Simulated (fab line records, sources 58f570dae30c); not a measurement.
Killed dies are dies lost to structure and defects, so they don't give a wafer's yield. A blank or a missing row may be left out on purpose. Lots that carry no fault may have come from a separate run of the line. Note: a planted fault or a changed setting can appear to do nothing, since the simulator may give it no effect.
Split-lot experiment | flow berkeley_cmos170 | 23 wafers read across 5 lots, on a route 331 steps long

SPLIT DETAILS
At UCB170_START_OXIDATION_02 (target thk 20 nm, ox time 1800 s), the setting ox_time_s was moved away from the recipe's 1800 s on 15 of the 23 wafers read, by -12.0% to +7.1%. This setting was run at the recipe's value on the other wafers.

Between the split and the reading, the file records no step.

THE READING
Values of START_OXIDE_THK in nm from UCB170_START_THK_MEAS_03. A value of 19.9 nm with a standard deviation of 0.33 nm is what fault-free wafers of this fab line usually give.

wafer  | tool, chamber at the split | ox_time_s as run, s | against the recipe | START_OXIDE_THK, nm | against lot-mates on the recipe
L074.3 | furnace-01, 0              | 1800                | recipe             | 19.7                | -
L074.4 | furnace-01, 0              | 1800                | recipe             | 19.5                | -
L074.5 | furnace-01, 0              | 1800                | recipe             | 19.8                | -
L075.2 | -, -                       | 1928                | +7.1%              | 20.7                | no lot-mate on the recipe
L075.3 | -, -                       | 1928                | +7.1%              | 20.8                | no lot-mate on the recipe
L075.4 | -, -                       | 1928                | +7.1%              | 20.3                | no lot-mate on the recipe
L075.5 | -, -                       | 1928                | +7.1%              | 20.3                | no lot-mate on the recipe
L075.6 | -, -                       | 1928                | +7.1%              | 20.5                | no lot-mate on the recipe
L076.1 | -, -                       | 1584                | -12.0%             | 18.6                | no lot-mate on the recipe
L076.3 | -, -                       | 1584                | -12.0%             | 18.6                | no lot-mate on the recipe
L076.4 | -, -                       | 1584                | -12.0%             | 19.0                | no lot-mate on the recipe
L076.5 | -, -                       | 1584                | -12.0%             | 18.6                | no lot-mate on the recipe
L076.6 | -, -                       | 1584                | -12.0%             | 18.6                | no lot-mate on the recipe
L078.1 | -, -                       | 1680                | -6.7%              | 19.0                | no lot-mate on the recipe
L078.2 | -, -                       | 1680                | -6.7%              | 19.1                | no lot-mate on the recipe
L078.3 | -, -                       | 1680                | -6.7%              | 19.1                | no lot-mate on the recipe
L078.4 | -, -                       | 1680                | -6.7%              | 19.4                | no lot-mate on the recipe
L078.5 | -, -                       | 1680                | -6.7%              | 19.1                | no lot-mate on the recipe
L085.1 | -, -                       | 1800                | recipe             | 19.4                | -
L085.3 | -, -                       | 1800                | recipe             | 19.5                | -
L085.4 | -, -                       | 1800                | recipe             | 19.6                | -
L085.5 | -, -                       | 1800                | recipe             | 19.5                | -
L085.6 | -, -                       | 1800                | recipe             | 19.6                | -

FIT RESULTS
A straight line over all 23 wafers: START_OXIDE_THK changes by +0.0924 nm for each +1% of ox_time_s; r = +0.96; the points scatter about the line by 0.2 nm.
Too few moved wafers have a lot-mate on the recipe to fit a line with each lot's own level taken away.

THE WHOLE CHAIN: every reading that the file lists as answering this split, in the file's order
step                      | what it does                     | reading                                                                            | change (the file's fit)                | r (the file's)
UCB170_START_OXIDATION_02 | target thk 20 nm, ox time 1800 s | SiO2_of_START_OXIDATION_02.thk_nm (the simulator's own value, which no gauge read) | +0.0912 nm for each +1% of the setting | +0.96
UCB170_START_THK_MEAS_03  |                                  | START_OXIDE_THK                                                                    | +0.0912 for each +1% of the setting    | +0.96

THE FILE'S OWN FIT
START_OXIDE_THK changes by +0.0912 nm for each +1% of ox_time_s, r = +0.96.
